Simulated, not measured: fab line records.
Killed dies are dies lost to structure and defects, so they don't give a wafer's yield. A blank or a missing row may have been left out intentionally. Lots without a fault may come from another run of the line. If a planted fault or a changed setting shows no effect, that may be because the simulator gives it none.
Chamber matching ; flow berkeley cmos170 ; 4 sister chambers for UCB170_M3_ETCH_17 on rie diel-03
The step etches BARC in N2/H2. 14 wafers are shown with their chamber, then 7 later ones without.

== WAFERS PAIRED WITH THEIR CHAMBERS ==
wafer;chamber;drypump motor current A (A);throttle valve pct (%);oes product au (a.u.)
L273.2;2;4.8;13.50;0.978
L273.4;3;6.2;13.61;1.013
L273.6;2;4.8;13.50;0.985
L274.2;1;5.8;13.46;0.979
L274.4;3;6.2;13.63;0.990
L274.6;1;5.8;13.47;0.978
L278.1;0;5.6;13.36;0.982
L278.2;1;5.7;13.47;0.981
L278.6;0;5.6;13.36;1.005
L280.3;0;5.6;13.38;0.979
L280.4;3;6.2;13.62;1.003
L280.5;1;5.8;13.46;0.982
L285.2;2;4.8;13.50;0.970
L285.4;0;5.5;13.37;0.987

SIGNATURES (averages over the wafers above)
reading;chamber 0;chamber 1;chamber 2;chamber 3;scatter within a chamber
drypump motor current A;5.575;5.775;4.800;6.200;0.0387
throttle valve pct;13.3675;13.4650;13.5000;13.6200;0.00758
oes product au;0.98825;0.98000;0.97767;1.00200;0.00892
Rule: distance of a wafer from a chamber = root of the sum over the readings of ((wafer's reading minus chamber's mean) / reading's scatter) squared. If the next closest chamber is less than 2 further off than the closest, the wafer can't be placed; otherwise it belongs to the closest. How the scatter is found: for the shown wafers, subtract from each reading the mean of its chamber, square and add these, divide the total by (wafers less chambers), then take the root.

== WAFERS WITHOUT THEIR CHAMBER ==
wafer;drypump motor current A (A);throttle valve pct (%);oes product au (a.u.)
L285.5;4.8;13.50;0.975
L282.1;4.9;13.51;0.972
L282.5;5.5;13.38;0.986
L282.6;5.7;13.45;0.979
L289.1;5.5;13.37;0.990
L289.4;5.8;13.45;0.971
L289.5;5.8;13.47;0.978

== CHAMBER TAKEN BY EACH ==
wafer;from the rows above;in truth
L285.5;2;2
L282.1;2;2
L282.5;0;0
L282.6;1;1
L289.1;0;0
L289.4;1;1
L289.5;1;1
7 of 7 placed correctly. Left unplaced by these rows: 0. Number placed wrongly: 0.
